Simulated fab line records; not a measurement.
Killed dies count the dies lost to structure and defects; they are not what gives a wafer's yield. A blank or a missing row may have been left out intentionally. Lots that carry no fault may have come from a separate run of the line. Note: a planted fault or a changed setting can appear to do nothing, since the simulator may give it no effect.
Which tool was responsible? -- flow rit-cmos -- 13 lots, 39 wafers sampled, at 5 steps of a route of 202

## WHAT THE GAUGES READ, wafer by wafer
Not one reading of a measure or inspect step in the record can be checked against a usual standard deviation.

## WHAT TOOL EACH LOT RAN ON (gives the tool, then ch and the chambers of the sampled wafers, and finally the start)
lot,RIT_NRETRO_STRIP_09,RIT_PRETRO_STRIP_09,RIT_NLDD_STRIP_09,RIT_CONTACT_CVD_00,RIT_M1_PROBE_99
L241,"plasma-asher-02 ch 0,1, day 2 06:58","plasma-asher-02 ch 0,1, day 2 08:38","plasma-asher-01 ch 0,1, day 2 20:08","pecvd-02 ch 0,1, day 3 04:39",-
L242,"plasma-asher-01 ch 0,1, day 2 11:52","plasma-asher-02 ch 0,1, day 2 13:25","plasma-asher-04 ch 0,1, day 3 00:32","pecvd-04 ch 0,1,2, day 3 09:08",-
L243,"plasma-asher-02 ch 0,1, day 2 20:24","plasma-asher-02 ch 0,1, day 2 22:05","plasma-asher-03 ch 0,1, day 3 14:05","pecvd-01 ch 0,1,2, day 3 22:37",-
L244,"plasma-asher-02 ch 0,1, day 2 23:34","plasma-asher-03 ch 0,1, day 3 01:07","plasma-asher-04 ch 0,1, day 3 14:22","pecvd-02 ch 0,1,2, day 3 23:25",-
L245,"plasma-asher-04 ch 0,1, day 3 04:14","plasma-asher-03 ch 0,1, day 3 05:47","plasma-asher-04 ch 0,1, day 3 17:36","pecvd-04 ch 1,2, day 4 02:24","prober-01, day 4 09:03"
L246,"plasma-asher-01 ch 0,1, day 3 10:07","plasma-asher-02 ch 0,1, day 3 11:40","plasma-asher-01 ch 0,1, day 4 00:35","pecvd-01 ch 0,2, day 4 09:20",-
L247,"plasma-asher-02 ch 0,1, day 3 18:03","plasma-asher-04 ch 0,1, day 3 19:37","plasma-asher-01 ch 0,1, day 4 08:31","pecvd-02 ch 0,2, day 4 17:07",-
L248,"plasma-asher-01 ch 1, day 3 22:35","plasma-asher-02 ch 0,1, day 4 00:31","plasma-asher-03 ch 0,1, day 4 11:04","pecvd-04 ch 1,2, day 4 20:25","prober-02, day 5 02:44"
L253,"plasma-asher-01 ch 0,1, day 4 19:07","plasma-asher-02 ch 0,1, day 4 21:07","plasma-asher-03 ch 0,1, day 5 11:40","pecvd-02 ch 0,1,2, day 5 20:38",-
L256,"plasma-asher-04 ch 0,1, day 5 11:52","plasma-asher-02 ch 0,1, day 5 13:34","plasma-asher-01 ch 0,1, day 6 02:04","pecvd-02 ch 0,1,2, day 6 10:47",-
L257,"plasma-asher-01 ch 0,1, day 5 16:58","plasma-asher-02 ch 0,1, day 5 18:32","plasma-asher-03 ch 0,1, day 6 05:51","pecvd-04 ch 0,1,2, day 6 15:49","prober-01, day 6 22:13"
L261,"plasma-asher-04 ch 0, day 6 12:10","plasma-asher-04 ch 0,1, day 6 13:43","plasma-asher-04 ch 0,1, day 7 01:20","pecvd-01 ch 0,1,2, day 7 10:10","prober-01, day 7 17:02"
L264,"plasma-asher-01 ch 0,1, day 7 05:16","plasma-asher-03 ch 0,1, day 7 07:00","plasma-asher-04 ch 0,1, day 7 19:41","pecvd-01 ch 0,2, day 8 04:35",-
- RIT_NRETRO_STRIP_09: strips in O2, time 180 s.
- RIT_PRETRO_STRIP_09: strips in O2, time 180 s.
- RIT_NLDD_STRIP_09: strips in O2, time 180 s.
- RIT_CONTACT_CVD_00: deposits SiO2 from TEOS, target thk 400 nm, time 61 s.
- RIT_M1_PROBE_99

## WHAT THE TOOLS THEMSELVES READ (means of the sampled wafers that have a number; where no wafer has one, the mark that the record gives instead)
RIT_NRETRO_STRIP_09. Usual: drypump-motor-current-A 5.7 A, standard deviation 0.3.
lot,tool,drypump-motor-current-A (A),flag
L241,plasma-asher-02,5.5,
L242,plasma-asher-01,5.7,
L243,plasma-asher-02,5.7,
L244,plasma-asher-02,5.7,
L245,plasma-asher-04,5.7,
L246,plasma-asher-01,5.7,
L247,plasma-asher-02,5.5,
L248,plasma-asher-01,6.0,
L253,plasma-asher-01,5.5,
L256,plasma-asher-04,5.7,
L257,plasma-asher-01,5.5,
L261,plasma-asher-04,6.0,
L264,plasma-asher-01,5.5,

RIT_PRETRO_STRIP_09. Usual: drypump-motor-current-A 5.69 A, standard deviation 0.25.
lot,tool,drypump-motor-current-A (A),flag
L241,plasma-asher-02,5.52,
L242,plasma-asher-02,5.64,
L243,plasma-asher-02,5.52,
L244,plasma-asher-03,6.07,
L245,plasma-asher-03,6.07,
L246,plasma-asher-02,5.66,
L247,plasma-asher-04,5.83,
L248,plasma-asher-02,5.52,
L253,plasma-asher-02,5.52,
L256,plasma-asher-02,5.53,
L257,plasma-asher-02,5.51,
L261,plasma-asher-04,5.86,
L264,plasma-asher-03,5.98,

RIT_NLDD_STRIP_09. Usual: drypump-motor-current-A 5.80 A, standard deviation 0.29.
lot,tool,drypump-motor-current-A (A),flag
L241,plasma-asher-01,5.76,
L242,plasma-asher-04,5.85,
L243,plasma-asher-03,5.97,
L244,plasma-asher-04,5.84,
L245,plasma-asher-04,5.84,
L246,plasma-asher-01,5.76,
L247,plasma-asher-01,5.76,
L248,plasma-asher-03,6.04,
L253,plasma-asher-03,5.96,
L256,plasma-asher-01,5.47,
L257,plasma-asher-03,5.96,
L261,plasma-asher-04,5.85,
L264,plasma-asher-04,5.69,

RIT_CONTACT_CVD_00. Usual: heater-power-w 327 W, standard deviation 51.
lot,tool,heater-power-w (W),flag
L241,pecvd-02,290,
L242,pecvd-04,361,
L243,pecvd-01,333,
L244,pecvd-02,320,
L245,pecvd-04,349,
L246,pecvd-01,269,
L247,pecvd-02,341,
L248,pecvd-04,382,
L253,pecvd-02,333,
L256,pecvd-02,318,
L257,pecvd-04,366,
L261,pecvd-01,274,
L264,pecvd-01,297,

RIT_M1_PROBE_99. Usual: killed-at-contacts 0.0, standard deviation 0.22; killed-at-front-end 7, standard deviation 3.2; killed-dies 8, standard deviation 3.2; killed-open 3.7, standard deviation 2.1; killed-short 3.8, standard deviation 2.2.
lot,tool,killed-at-contacts,killed-at-front-end,killed-dies,killed-open,killed-short,flag
L245,prober-01,0.0,5,5,2.3,3.0,
L248,prober-02,0.0,5,5,2.3,2.7,
L257,prober-01,2.7,8,11,4.7,3.7,OFF
L261,prober-01,0.0,5,5,3.0,2.0,

## THE ANSWER, worked out from the rows above alone
Rule: a lot is off if the mean of its wafers that have a number lies more than 3 standard deviations from the usual mean. A lot without any number at a reading at which 4 lots or more have one is off too. Where the step has rows for the other lots, those lots are counted as sound. After the gauges, taken in route order, come the tools' own readings; for these a lot's mean is taken, as printed above. The first step at which some lot is off is used, and at that step the reading that is off furthest; a lot without a number counts as furthest.
Off: L257, at RIT_M1_PROBE_99 (killed-at-contacts). Neither off nor sound, because the step has no rows for them: L241, L242, L243, L244, L246, L247, L253, L256, L264.
A tool fits if, at that step or a process step before it, it ran every lot that is off, and no sound lot after the first of them. Can't be told from this: 4 tools fit, plasma-asher-01 at RIT_NRETRO_STRIP_09, plasma-asher-02 at RIT_PRETRO_STRIP_09, plasma-asher-03 at RIT_NLDD_STRIP_09, pecvd-04 at RIT_CONTACT_CVD_00.

## WHAT THE SIMULATOR HAD INSERTED
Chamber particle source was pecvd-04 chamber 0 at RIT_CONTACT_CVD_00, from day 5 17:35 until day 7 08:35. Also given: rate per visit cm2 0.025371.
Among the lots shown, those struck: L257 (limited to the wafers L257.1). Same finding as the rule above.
